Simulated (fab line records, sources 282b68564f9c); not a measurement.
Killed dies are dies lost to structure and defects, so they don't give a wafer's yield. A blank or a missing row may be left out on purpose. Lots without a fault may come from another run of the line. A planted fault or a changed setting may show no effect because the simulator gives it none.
Which tool did it? | flow rit_cmos | 12 lots, 36 wafers sampled, at 2 steps of a route of 202

WHAT THE GAUGES READ, wafer by wafer
RIT_GATE_OVL_MEAS_17. Usual: GATE_OVL -0.6 nm, standard deviation 1.3.
lot  | measured    | on         | GATE_OVL (nm)     | flag
L768 | day 2 12:02 | overlay-02 | -5.1 -3.0 -2.9    |
L769 | day 2 19:24 | overlay-01 | -0.9 -2.6 0.6     |
L770 | day 2 22:32 | overlay-02 | -2.7 -1.0 -2.8    |
L771 | day 3 03:37 | overlay-02 | -2.0 -0.1 0.0     |
L772 | day 3 09:54 | overlay-01 | 1.0 0.2 1.5       |
L773 | day 3 17:50 | overlay-02 | 0.9 -0.5 -0.7     |
L775 | day 4 01:44 | overlay-01 | -1.7 -0.4 -0.5    |
L780 | day 5 04:50 | overlay-02 | 239.8 239.3 238.6 | OFF
L781 | day 5 05:59 | overlay-02 | 240.6 239.7 240.4 | OFF
L785 | day 6 06:50 | overlay-02 | -1.4 2.3 -1.6     |
L788 | day 6 22:05 | overlay-01 | -0.2 -3.7 0.4     |
L790 | day 7 07:19 | overlay-01 | -0.1 0.3 2.4      |

WHICH TOOL RAN EACH LOT (tool, then ch and the chambers of the sampled wafers, then the start)
lot  | RIT_GATE_EXPOSE_13
L768 | iline_stepper-02 ch 0, day 2 11:33
L769 | iline_stepper-02 ch 0, day 2 18:54
L770 | iline_stepper-02 ch 0, day 2 22:01
L771 | iline_stepper-01 ch 0, day 3 03:05
L772 | iline_stepper-02 ch 0, day 3 09:22
L773 | iline_stepper-02 ch 0, day 3 17:13
L775 | iline_stepper-02 ch 0, day 4 01:14
L780 | iline_stepper-01 ch 0, day 5 04:20
L781 | iline_stepper-01 ch 0, day 5 05:29
L785 | iline_stepper-02 ch 0, day 6 06:20
L788 | iline_stepper-02 ch 0, day 6 21:34
L790 | iline_stepper-02 ch 0, day 7 06:47
- RIT_GATE_EXPOSE_13: exposes mask M6, target cd 150 nm.

WHAT THE TOOLS THEMSELVES READ (means of the sampled wafers that have a number; where no wafer has one, the mark that the record gives instead)
The record holds no such reading with a usual standard deviation.

THE ANSWER, worked out from the rows above alone
Rule: a lot is off if the mean of its wafers that have a number lies more than 3 standard deviations from the usual mean. A lot without any number at a reading at which 4 lots or more have one is off too. The other lots that the step has rows for count as sound. The gauges are gone through in route order, then the tools' own readings, and for those a lot's mean is taken as printed above. The first step at which some lot is off is used, and at that step the reading that is off furthest; a lot without a number counts as furthest.
Off: L780, L781, at RIT_GATE_OVL_MEAS_17 (GATE_OVL).
A tool fits if, at a process step before that reading, it ran every lot that is off, and no sound lot after the first of them. The gauges at RIT_GATE_OVL_MEAS_17 are tried like those tools. One fits: iline_stepper-01 at RIT_GATE_EXPOSE_13. Its last sound lot is L771 (day 3 03:05), its first lot that is off L780 (day 5 04:20): a fault that began between those two fits.

WHAT THE SIMULATOR HAD PUT IN
Scanner matching overlay: iline_stepper-01, from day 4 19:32 on, at RIT_GATE_EXPOSE_13. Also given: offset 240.
Lots struck among those shown: L780, L781. The rule above found the same.
